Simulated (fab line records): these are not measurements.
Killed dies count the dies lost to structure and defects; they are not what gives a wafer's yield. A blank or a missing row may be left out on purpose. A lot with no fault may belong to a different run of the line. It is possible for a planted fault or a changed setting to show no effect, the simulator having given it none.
Code-filled problem report in 8D (eight disciplines) form + flow ritCmos + the parts of the form that need people (team, actions taken, sign-off) are left out

1. WHAT WENT WRONG
At RIT_PSD_DEVELOP_05, developerTempC averages 22.04 C over 6 wafers from 2 lots, while fault-free wafers read 22.99 C, standard deviation 0.11. Measured from the usual mean, that is -8.7 standard deviations.
The step: develop time 50 s.
Earliest sighting: wafer L716.1 on lithoTrack-02 at day 5 12:00. The record holds 42 wafers of 14 lots with a number at this step. Rule for "out", or "out of limits": more than 4 standard deviations from the usual mean. All remaining wafers that have a number are taken as sound.

2. WHAT IT IS; WHAT IT IS NOT
| question                    | is                     | is not                                                                                                   |
|-----------------------------|------------------------|----------------------------------------------------------------------------------------------------------|
| which readings at this step | developerTempC         | chillPlateTempC                                                                                          |
| which lots                  | L716, L717             | L705, L706, L707, L708, L709, L719, L721, L722, L723, L724, L726, L728                                   |
| which wafers of those lots  | all that have a number | -                                                                                                        |
| read on which tools         | lithoTrack-02          | lithoTrack-01, lithoTrack-03                                                                             |
| when                        | from day 5 12:00       | up to then (15 sound wafers); but 21 sound wafers of L719, L721, L722, L723, L724, L726, L728 came after |

3. SUSPECTS, AND WHAT RULES EACH OUT
Counting: any tool at a process step up to the reading is kept as a suspect provided that every lot that is out went through it and no sound lot did after the first of them.
- lithoTrack-02 at RIT_PSD_DEVELOP_05 (develop time 50 s): kept. It processed each lot that is out, first L716 at day 5 12:00, and no sound lot thereafter; up to then, the last sound lot it processed was L707 at day 3 16:00. Its own readings are out on those wafers: developerTempC.
Left after counting: lithoTrack-02 at RIT_PSD_DEVELOP_05.

4. THE CAUSE (what the simulator had put in)
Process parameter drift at RIT_PSD_DEVELOP_05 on lithoTrack-02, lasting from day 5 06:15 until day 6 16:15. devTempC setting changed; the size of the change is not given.
Only this tool survived the counting.

5. THE CHAIN OF EFFECTS, in route order
Each row: a reading where the mean over the struck wafers with a number is more than 3 standard deviations away from the usual. Readings are gone through only where the record gives a usual standard deviation; hours: the median, over the lots, of the time from a lot's start at the first step in this table giving one to that lot's start at this step; sigmas: the change measured in usual standard deviations.
| hours | step               | reading        | usual   | on struck wafers | change | sigmas |
|-------|--------------------|----------------|---------|------------------|--------|--------|
| 0     | RIT_PSD_DEVELOP_05 | developerTempC | 22.99 C | 22.04            | -0.95  | -8.7   |
Here are the process steps it includes:
- RIT_PSD_DEVELOP_05: develop time 50 s.

6. WHAT WOULD HAVE CAUGHT IT SOONER
The fault began at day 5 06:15; the first out-of-limits reading in this record came at day 5 12:00, 6 hours later.
